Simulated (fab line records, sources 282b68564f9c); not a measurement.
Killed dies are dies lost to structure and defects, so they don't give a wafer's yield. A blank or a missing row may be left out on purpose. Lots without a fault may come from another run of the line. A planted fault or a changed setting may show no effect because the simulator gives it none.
Tool commonality check | flow rit_cmos | 14 lots, 48 wafers sampled

WHY IT WAS OPENED
At RIT_PWELL_TW_MEAS_10 the reading PWELL_TW is flagged on 2 of 14 lots. Wafers without a fault read 957, standard deviation 8.5.
Rule: a lot is flagged when every wafer of it that has a number lies more than 4 standard deviations from that mean, or none has a number. The other lots count as sound.

lot  | measured    | on            | PWELL_TW, wafer by wafer | flag
L154 | day 2 03:28 | film_metro-04 | 971 966 965              |
L156 | day 2 14:49 | film_metro-04 | 962 965 959              |
L159 | day 3 06:04 | film_metro-01 | 961 953 962              |
L160 | day 3 13:29 | film_metro-02 | 949 941 946              |
L161 | day 3 16:38 | film_metro-02 | 939 938 940              |
L162 | day 3 19:38 | film_metro-04 | 958 958 966              |
L163 | day 4 01:23 | film_metro-04 | 966 969 961              |
L164 | day 4 07:07 | film_metro-01 | 961 964 964              |
L165 | day 4 10:41 | film_metro-01 | 962 962 964              |
L166 | day 4 15:56 | film_metro-01 | 957 957 961              |
L170 | day 5 11:55 | film_metro-02 | 822 827 820 823 819 825  | FLAGGED
L171 | day 5 16:23 | film_metro-01 | 960 961 961              |
L174 | day 6 08:19 | film_metro-02 | 820 818 824 824 818 820  | FLAGGED
L175 | day 6 12:34 | film_metro-04 | 952 951 952              |
The numbers of the flagged lots are 822 on average: -135 against the usual, or -16 standard deviations.

WHICH TOOL RAN EACH LOT
The record holds 1 process step before the reading, out of a route of 202 steps. In each cell: the tool, then ch and the chambers that the sampled wafers went through, then the start.
lot  | flag    | RIT_PWELL_IMPLANT_08
L154 |         | implanter-01 ch 0, day 2 03:09
L156 |         | implanter-03 ch 0, day 2 14:30
L159 |         | implanter-04 ch 0, day 3 05:46
L160 |         | implanter-04 ch 0, day 3 13:09
L161 |         | implanter-04 ch 0, day 3 16:20
L162 |         | implanter-03 ch 0, day 3 19:20
L163 |         | implanter-04 ch 0, day 4 01:04
L164 |         | implanter-01 ch 0, day 4 06:49
L165 |         | implanter-03 ch 0, day 4 10:22
L166 |         | implanter-03 ch 0, day 4 15:38
L170 | FLAGGED | implanter-03 ch 0, day 5 11:35
L171 |         | implanter-01 ch 0, day 5 16:04
L174 | FLAGGED | implanter-03 ch 0, day 6 08:02
L175 |         | implanter-04 ch 0, day 6 12:17
What these steps do:
- RIT_PWELL_IMPLANT_08
- RIT_PWELL_TW_MEAS_10

FLAGGED OVER TOTAL, TOOL BY TOOL (the gauges that took the reading come last)
step                 | tool          | lots run | flagged | share of the flagged lots | sound lots run after its first flagged lot
RIT_PWELL_IMPLANT_08 | implanter-01  | 3        | 0       | none                      | -
RIT_PWELL_IMPLANT_08 | implanter-03  | 6        | 2       | all                       | 0
RIT_PWELL_IMPLANT_08 | implanter-04  | 5        | 0       | none                      | -
RIT_PWELL_TW_MEAS_10 | film_metro-01 | 5        | 0       | none                      | -
RIT_PWELL_TW_MEAS_10 | film_metro-02 | 4        | 2       | all                       | 0
RIT_PWELL_TW_MEAS_10 | film_metro-04 | 5        | 0       | none                      | -

WHAT THE TABLE ALLOWS
2 rows of the table ran every flagged lot: implanter-03 at RIT_PWELL_IMPLANT_08, film_metro-02 at RIT_PWELL_TW_MEAS_10.
- implanter-03 at RIT_PWELL_IMPLANT_08: 2 of its 6 lots flagged. Its last sound lot is L166 (day 4 15:38), its first flagged lot L170 (day 5 11:35): a fault that began between those two fits. Its own readings lie more than 4 standard deviations out on every wafer of the flagged lots: dose_ions_cm2, faraday_current_uA.
- film_metro-02 at RIT_PWELL_TW_MEAS_10: 2 of its 4 lots flagged. Its last sound lot is L161 (day 3 16:38), its first flagged lot L170 (day 5 11:55): a fault that began between those two fits.
Counting lots can't tell these 2 tools apart, because each fits a fault that began at some hour. More lots, or a look at what each step does to the wafer, might.

WHAT THE SIMULATOR HAD PUT IN
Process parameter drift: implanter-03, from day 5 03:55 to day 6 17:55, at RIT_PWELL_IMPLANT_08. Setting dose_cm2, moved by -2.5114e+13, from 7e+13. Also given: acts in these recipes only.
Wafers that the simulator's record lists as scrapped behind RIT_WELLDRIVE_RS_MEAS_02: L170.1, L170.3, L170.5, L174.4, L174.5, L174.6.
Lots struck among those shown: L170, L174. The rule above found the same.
